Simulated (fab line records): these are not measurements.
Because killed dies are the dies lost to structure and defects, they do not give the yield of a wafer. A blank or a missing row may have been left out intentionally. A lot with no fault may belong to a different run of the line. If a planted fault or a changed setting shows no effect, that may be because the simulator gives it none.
Split-lot study | flow rit cmos | 15 wafers read from 4 lots, route of 202 steps

== THE SPLIT ==
At RIT_PLDD_IMPLANT_08, the setting tilt deg was moved away from the recipe's 7 degrees on 3 of the 15 wafers read, by -12.5% to +13.6%. All remaining wafers had this setting at the recipe value.

== FROM THE SPLIT TO THE READING: what the file shows between them, 13 steps ==
- RIT_NSD_HARDBAKE_07: time 60 s (also split here: temp c)
- RIT_PSD_SOFTBAKE_02: time 60 s (also split here: temp c)
- RIT_PSD_EXPOSE_03: exposes mask M10, target cd 40900 nm
- RIT_PSD_PEB_04
- RIT_PSD_DEVELOP_05: develop time 50 s
- RIT_PSD_HARDBAKE_07: time 60 s
- RIT_SDANNEAL_RS_MEAS_07: measures by four-point-probe
- RIT_CONTACT_CVD_00: deposits SiO2 from TEOS, target thk 400 nm, time 61 s (also split here: time s)
- RIT_CONTACT_THK_MEAS_01
- RIT_CONTACT_DEVELOP_07: develop time 120 s (also split here: develop time s)
- RIT_CONTACT_CD_MEAS_08: target cd 1000 nm
- RIT_CONTACT_HARDBAKE_10: time 60 s
- RIT_CONTACT_ETCH_11: etches SiO2 in CHF3/CF4/Ar, stops on TiSi2, target depth 480 nm, time 320 s

== THE READING ==
etest.pmos turned.r on ohm um (the simulator's own value, which no gauge read), at RIT_M1_PROBE_99. The file gives no usual value for it. Average 3514, standard deviation 4.9e+02, over the 12 wafers here run with the recipe.

wafer  | tool, chamber at the split | tilt deg as run, degrees | against the recipe | etest.pmos turned.r on ohm um | against lot-mates on the recipe
L078.1 | implanter-03, 0            | 7                        | recipe             | 3892                          | -
L078.3 | implanter-03, 0            | 7.952                    | +13.6%             | 4508                          | +616
L079.1 | implanter-01, 0            | 7                        | recipe             | 3155                          | -
L079.2 | implanter-01, 0            | 7                        | recipe             | 3195                          | -
L079.4 | implanter-01, 0            | 7                        | recipe             | 3125                          | -
L079.5 | implanter-01, 0            | 7                        | recipe             | 3092                          | -
L079.6 | implanter-01, 0            | 7                        | recipe             | 3125                          | -
L083.1 | implanter-03, 0            | 6.126                    | -12.5%             | 3973                          | -308
L083.2 | implanter-03, 0            | 7                        | recipe             | 4233                          | -
L083.3 | implanter-03, 0            | 7                        | recipe             | 4273                          | -
L083.4 | implanter-03, 0            | 6.126                    | -12.5%             | 4099                          | -182
L083.6 | implanter-03, 0            | 7                        | recipe             | 4338                          | -
L084.1 | implanter-03, 0            | 7                        | recipe             | 3252                          | -
L084.4 | implanter-03, 0            | 7                        | recipe             | 3280                          | -
L084.6 | implanter-03, 0            | 7                        | recipe             | 3210                          | -

THE FIT
A straight line over all 15 wafers: etest.pmos turned.r on ohm um changes by +4.16 for each +1% of tilt deg; r = +0.05; the points scatter about the line by 5.6e+02.
The same after taking each lot's own level away (the mean of its wafers on the recipe; 15 wafers): +29.9 for each +1%; r = +0.92; scatter 80.
The reading moves by 4.1e+02 for the largest change in tilt deg, on that fit.
Across the lots, their own levels run from 3138.4 to 4281.3, a range of 2.3 times the standard deviation given above.
So the lot-to-lot level blurs the effect unless lot-mates are compared.
Check: with one of the wafers moved furthest among these (+13.6%) left out of the fit, the line predicts +267 for it against its lot-mates. It came out at +616 against them.

== THE OTHER SPLITS THESE WAFERS WENT THROUGH ==
These wafers also went through other splits before the reading. Each is held against what the fit with the lots' levels taken away leaves over:
other split on the same wafers        | wafers away from the commonest value | r with etest.pmos turned.r on ohm um (lot level and that fit taken away)
RIT_GATE_OXIDATION_05 temp c          | 7                                    | -0.07
RIT_GATE_COAT_11 spin rpm             | 3                                    | +0.07
RIT_REOX_OXIDATION_03 ox time s       | 10                                   | +0.46
RIT_NLDD_IMPLANT_08 dose cm2          | 3                                    | -0.25
RIT_NSD_HARDBAKE_07 temp c            | 4                                    | -0.02
RIT_PSD_SOFTBAKE_02 temp c            | 3                                    | -0.15
RIT_CONTACT_CVD_00 time s             | 6                                    | -0.22
RIT_CONTACT_DEVELOP_07 develop time s | 2                                    | +0.24

== THE FILE'S OWN FIT ==
etest.pmos turned.r on ohm um changes by +28.1 for each +1% of tilt deg, r = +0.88.
